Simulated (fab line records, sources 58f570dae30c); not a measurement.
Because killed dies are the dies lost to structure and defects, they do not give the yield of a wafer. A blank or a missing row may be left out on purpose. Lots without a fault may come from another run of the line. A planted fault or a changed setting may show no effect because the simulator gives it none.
Check for tools in common + flow berkeley_cmos170 + 16 lots and 48 wafers in the sample

## WHAT PROMPTED THE OPENING
4 of 16 lots carry a flag on the reading GATE_POLY_THK at UCB170_GATE_THK_MEAS_05. Wafers without a fault read 214.3 nm, standard deviation 2.6.
Rule: a lot gets a flag if all its wafers with a number sit over 4 standard deviations from that mean, or if no wafer of it has a number. The rest of the lots are taken to be sound.

| lot  | measured     | on            | GATE_POLY_THK (nm), wafer by wafer | flag    |
|------|--------------|---------------|------------------------------------|---------|
| L787 | day 7 08:17  | film_metro-03 | 218.2 217.0 216.2                  |         |
| L786 | day 7 08:20  | film_metro-03 | 215.5 216.1 214.9                  |         |
| L789 | day 7 17:46  | film_metro-03 | 214.5 216.1 215.2                  |         |
| L788 | day 7 17:49  | film_metro-04 | 219.3 221.5 220.6                  |         |
| L792 | day 8 03:49  | film_metro-01 | 218.1 214.6 216.4                  |         |
| L793 | day 8 03:49  | film_metro-03 | 216.9 215.8 216.3                  |         |
| L794 | day 9 07:17  | film_metro-01 | 213.2 211.9 212.3                  |         |
| L796 | day 9 14:38  | film_metro-01 | 214.1 215.8 215.1                  |         |
| L800 | day 9 14:40  | film_metro-03 | 212.4 213.7 213.4                  |         |
| L799 | day 9 14:41  | film_metro-01 | 213.1 214.5 214.7                  |         |
| L797 | day 9 14:42  | film_metro-04 | 216.9 216.8 216.3                  |         |
| L795 | day 9 14:43  | film_metro-03 | 213.7 214.0 214.3                  |         |
| L804 | day 10 09:11 | film_metro-01 | 170.3 170.5 169.8                  | FLAGGED |
| L805 | day 10 09:12 | film_metro-03 | 169.7 169.4 170.5                  | FLAGGED |
| L806 | day 10 09:12 | film_metro-04 | 174.8 173.5 176.9                  | FLAGGED |
| L801 | day 10 09:16 | film_metro-03 | 172.1 171.2 171.8                  | FLAGGED |
The mean of the flagged lots' numbers is 171.7 nm, -42.6 nm from the usual (-16 standard deviations).

## WHICH TOOL RAN EACH LOT
The record keeps 1 process step preceding the reading, out of 331 steps on the route. Cell contents, in order: the tool; ch with the chambers the sampled wafers went through; the start.
| lot  | flag    | UCB170_GATE_CVD_04          |
|------|---------|-----------------------------|
| L787 |         | lpcvd-01 ch 0, day 7 06:53  |
| L786 |         | lpcvd-01 ch 1, day 7 06:53  |
| L789 |         | lpcvd-01 ch 1, day 7 16:22  |
| L788 |         | lpcvd-01 ch 0, day 7 16:22  |
| L792 |         | lpcvd-01 ch 0, day 8 02:25  |
| L793 |         | lpcvd-01 ch 1, day 8 02:25  |
| L794 |         | lpcvd-02 ch 0, day 9 05:53  |
| L796 |         | lpcvd-01 ch 0, day 9 13:14  |
| L800 |         | lpcvd-01 ch 1, day 9 13:14  |
| L799 |         | lpcvd-01 ch 1, day 9 13:14  |
| L797 |         | lpcvd-01 ch 0, day 9 13:14  |
| L795 |         | lpcvd-01 ch 1, day 9 13:14  |
| L804 | FLAGGED | lpcvd-01 ch 1, day 10 07:47 |
| L805 | FLAGGED | lpcvd-01 ch 0, day 10 07:47 |
| L806 | FLAGGED | lpcvd-01 ch 1, day 10 07:47 |
| L801 | FLAGGED | lpcvd-01 ch 0, day 10 07:47 |
What the steps here do:
- UCB170_GATE_CVD_04: deposits poly-Si from SiH4, time 1440 s, target thk 214 nm.
- UCB170_GATE_THK_MEAS_05

## FLAGGED OVER TOTAL, TOOL BY TOOL (the gauges that took the reading come last)
| step                    | tool          | lots run | flagged | share of the flagged lots | sound lots run after its first flagged lot |
|-------------------------|---------------|----------|---------|---------------------------|--------------------------------------------|
| UCB170_GATE_CVD_04      | lpcvd-01      | 15       | 4       | all                       | 0                                          |
| UCB170_GATE_CVD_04      | lpcvd-02      | 1        | 0       | none                      | -                                          |
| UCB170_GATE_THK_MEAS_05 | film_metro-01 | 5        | 1       | some                      | 0                                          |
| UCB170_GATE_THK_MEAS_05 | film_metro-03 | 8        | 2       | some                      | 0                                          |
| UCB170_GATE_THK_MEAS_05 | film_metro-04 | 3        | 1       | some                      | 0                                          |

## WHAT IS ALLOWED BY THE TABLE
Rows of the table that ran each flagged lot: 1, that is lpcvd-01 at UCB170_GATE_CVD_04.
- lpcvd-01 at UCB170_GATE_CVD_04: 4 of its 15 lots flagged. A fault beginning between L795 (day 9 13:14), its last sound lot, and L801 (day 10 07:47), its first flagged one, fits the data. Its own readings (sih4_flow_sccm) fall more than 4 standard deviations out on all wafers of the flagged lots.
Just one tool remains: lpcvd-01 at UCB170_GATE_CVD_04.

## WHAT THE SIMULATOR PUT IN
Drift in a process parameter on lpcvd-01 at UCB170_GATE_CVD_04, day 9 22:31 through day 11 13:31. From 120, the setting sih4_flow_sccm moved by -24. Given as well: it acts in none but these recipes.
Struck lots among those shown: L804, L805, L806, L801. Same finding as the rule above.
